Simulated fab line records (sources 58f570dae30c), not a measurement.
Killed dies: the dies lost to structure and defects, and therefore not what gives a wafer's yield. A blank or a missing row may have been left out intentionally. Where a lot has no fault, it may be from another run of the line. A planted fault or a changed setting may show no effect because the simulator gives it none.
A single fault, viewed from 2 desks / flow berkeley cmos170 / what lay behind the numbers comes last; until then each desk has only its own

## FOR THE TOOL OWNER'S DESK: implanter-03
For each lot that ran on this tool, the mean over its sampled wafers that have a number, from the tool's own readings at UCB170_NVT_IMPLANT_07. The brackets show how far a lot's mean lies from the usual mean; more than 4 standard deviations puts the lot out of limits, marked OUT.
Columns: A = dose ions cm2 at UCB170_NVT_IMPLANT_07, usual 3.001e+12; B = faraday current uA at UCB170_NVT_IMPLANT_07, usual 9.49
lot=L400; first seen here=day 6 20:26; A=3.003e+12; B=9.64
lot=L408; first seen here=day 8 06:11; A=4.799e+12 (+99 or more) OUT; B=15.35 (+31) OUT
lot=L410; first seen here=day 8 20:32; A=4.802e+12 (+99 or more) OUT; B=15.33 (+31) OUT
This desk's finding: out of limits on L408, L410; first on L408, day 8 06:11 (dose ions cm2 at UCB170_NVT_IMPLANT_07). L400: within limits.

## METROLOGY DESK
What the gauges read for every lot (on any tool): the sampled wafers with a number, averaged. The brackets show how far a lot's mean lies from the usual mean; more than 4 standard deviations puts the lot out of limits, marked OUT.
Columns: A = PFIELD_TW at UCB170_PFIELD_TW_MEAS_09, usual 609.1; B = NVT_TW at UCB170_NVT_TW_MEAS_09, usual 525.5; C = cd nm at UCB170_V1_CD_MEAS_12, usual 699.9 nm; D = M2_AL_THK at UCB170_M2_THK_MEAS_03, usual 885 nm
lot=L400; first seen here=day 5 09:20; A=608.7; B=525.1; C=698.5; D=886
lot=L402; first seen here=day 5 13:49; A=607.7; B=526.7; C=698.1; D=878
lot=L403; first seen here=day 5 17:52; A=610.5; B=526.8; C=700.2; D=890
lot=L408; first seen here=day 6 18:40; A=610.8; B=606.6 (+37) OUT; C=700.0; D=884
lot=L412; first seen here=day 7 13:34; A=610.0; B=524.8; C=698.3; D=892
lot=L411; first seen here=day 7 14:17; A=607.8; B=528.3; C=699.9; D=891
lot=L410; first seen here=day 7 14:20; A=607.7; B=612.9 (+40) OUT; C=698.4; D=890
lot=L413; first seen here=day 8 07:33; A=612.2; B=524.8; C=700.3; D=879
lot=L415; first seen here=day 8 07:35; A=609.5; B=524.9; C=701.6; D=877
lot=L414; first seen here=day 8 07:39; A=607.6; B=525.7; C=700.3; D=879
lot=L418; first seen here=day 8 17:14; A=608.9; B=525.7; C=701.3; D=883
lot=L416; first seen here=day 8 17:35; A=609.2; B=523.6; C=700.3; D=904
lot=L420; first seen here=day 9 12:35; A=604.8; B=524.2; C=698.9; D=880
lot=L422; first seen here=day 9 20:16; A=608.2; B=525.9; C=698.7; D=892
This desk's finding: out of limits on L408, L410; first on L408, day 8 06:26 (NVT_TW at UCB170_NVT_TW_MEAS_09). L400, L402, L403, L412, L411, L413, L415, L414, L418, L416, L420, L422: within limits.

## TAKEN TOGETHER
The tool owner's desk had the chance to raise an alarm at day 8 06:11 on L408, L410.
An alarm was possible from the metrology desk at day 8 06:26, on L408, L410.
All the named lots went through UCB170_NVT_IMPLANT_07 on implanter-03.

## WHAT THE SIMULATOR HAD INSERTED
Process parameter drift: implanter-03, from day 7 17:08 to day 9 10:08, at UCB170_NVT_IMPLANT_07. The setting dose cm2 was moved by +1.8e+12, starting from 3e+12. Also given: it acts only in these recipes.
Struck lots among those shown: L408, L410.
Delay (hours) between the fault's onset and each desk's first out-of-limits reading: 13 at the tool owner's desk, 13 at the metrology desk.
